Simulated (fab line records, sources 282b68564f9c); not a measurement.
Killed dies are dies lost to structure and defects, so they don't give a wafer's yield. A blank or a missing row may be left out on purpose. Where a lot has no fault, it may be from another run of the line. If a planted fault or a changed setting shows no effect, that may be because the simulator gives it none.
Lot-split experiment ; flow rit_cmos ; 23 wafers read across 5 lots, on a route 202 steps long

== ON THE SPLIT ==
At RIT_M1_COAT_04 (resist thk 1300 nm), the setting resist_thk_nm was moved away from the recipe's 1300 nm on 5 of the 23 wafers read, by -5.4% to -2.8%. The other wafers ran this setting at the recipe's value.

== FROM THE SPLIT TO THE READING: what the file shows between them, 2 steps ==
- RIT_M1_SOFTBAKE_05: time 60 s
- RIT_M1_EXPOSE_06: exposes mask M12, target cd 2600 nm

== THE READING ==
NOVOLAK_of_M1_COAT_04.thk_nm (the simulator's own value, which no gauge read), in nm, at RIT_M1_HARDBAKE_11 (time 120 s). There is no usual value for it anywhere in the file. The 18 wafers here that ran the recipe average 1137 nm, standard deviation 2.7 nm.

wafer;tool, chamber at the split;resist_thk_nm as run, nm;against the recipe;NOVOLAK_of_M1_COAT_04.thk_nm, nm;against lot-mates on the recipe
L075.1;litho_track-03, 0;1300;recipe;1138;-
L075.2;litho_track-03, 0;1263;-2.8%;1107;-29
L075.3;litho_track-03, 0;1263;-2.8%;1105;-31
L075.4;litho_track-03, 0;1300;recipe;1136;-
L075.6;litho_track-03, 0;1300;recipe;1135;-
L076.2;litho_track-01, 0;1300;recipe;1140;-
L076.5;litho_track-01, 0;1300;recipe;1140;-
L076.6;litho_track-01, 0;1300;recipe;1140;-
L076.3;litho_track-01, 0;1300;recipe;1137;-
L076.4;litho_track-01, 0;1300;recipe;1138;-
L078.1;litho_track-01, 0;1300;recipe;1137;-
L078.2;litho_track-01, 0;1230;-5.4%;1077;-60
L078.4;litho_track-01, 0;1230;-5.4%;1077;-60
L078.6;litho_track-01, 0;1230;-5.4%;1077;-60
L078.3;litho_track-01, 0;1300;recipe;1136;-
L083.1;litho_track-01, 0;1300;recipe;1132;-
L083.3;litho_track-01, 0;1300;recipe;1132;-
L083.5;litho_track-01, 0;1300;recipe;1132;-
L083.4;litho_track-01, 0;1300;recipe;1135;-
L083.6;litho_track-01, 0;1300;recipe;1136;-
L085.2;litho_track-03, 0;1300;recipe;1136;-
L085.5;litho_track-03, 0;1300;recipe;1140;-
L085.6;litho_track-03, 0;1300;recipe;1140;-

THE FIT
A straight line over all 23 wafers: NOVOLAK_of_M1_COAT_04.thk_nm changes by +11 nm for each +1% of resist_thk_nm; r = +0.99; the points scatter about the line by 2.5 nm.
The same after taking each lot's own level away (the mean of its wafers on the recipe; 23 wafers): +11 nm for each +1%; r = +1.00; scatter 1.4 nm.
On that fit, the largest move of resist_thk_nm shifts the reading by 59 nm.
From 1133.4 to 1139.0 nm: that is the span of the lots' own levels, equal to 2.1 times the standard deviation above.
The two slopes are in agreement: the lot-to-lot level therefore moves the slope only a little.
Check: with one of the wafers moved furthest among these (-5.4%) left out of the fit, the line predicts -59 nm for it against its lot-mates. Against them it came out at -59.5 nm.

== THESE WAFERS: OTHER SPLITS ==
These wafers also went through other splits before the reading. Each is held against what the fit with the lots' levels taken away leaves over:
other split on the same wafers;wafers away from the commonest value;r with NOVOLAK_of_M1_COAT_04.thk_nm (lot level and that fit taken away)
RIT_CONTACT_COAT_03 resist_thk_nm;8;-0.16

== THE WHOLE CHAIN: every reading that the file lists as answering this split, in the file's order ==
step;what it does;reading;change (the file's fit);r (the file's)
RIT_M1_COAT_04;resist thk 1300 nm;NOVOLAK_of_M1_COAT_04.thk_nm (the simulator's own value, which no gauge read);+12.7 nm for each +1% of the setting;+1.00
RIT_M1_HARDBAKE_11;time 120 s;NOVOLAK_of_M1_COAT_04.thk_nm (the simulator's own value, which no gauge read);+10.9 nm for each +1% of the setting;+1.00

== FILE'S OWN FIT ==
NOVOLAK_of_M1_COAT_04.thk_nm changes by +10.9 nm for each +1% of resist_thk_nm, r = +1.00.
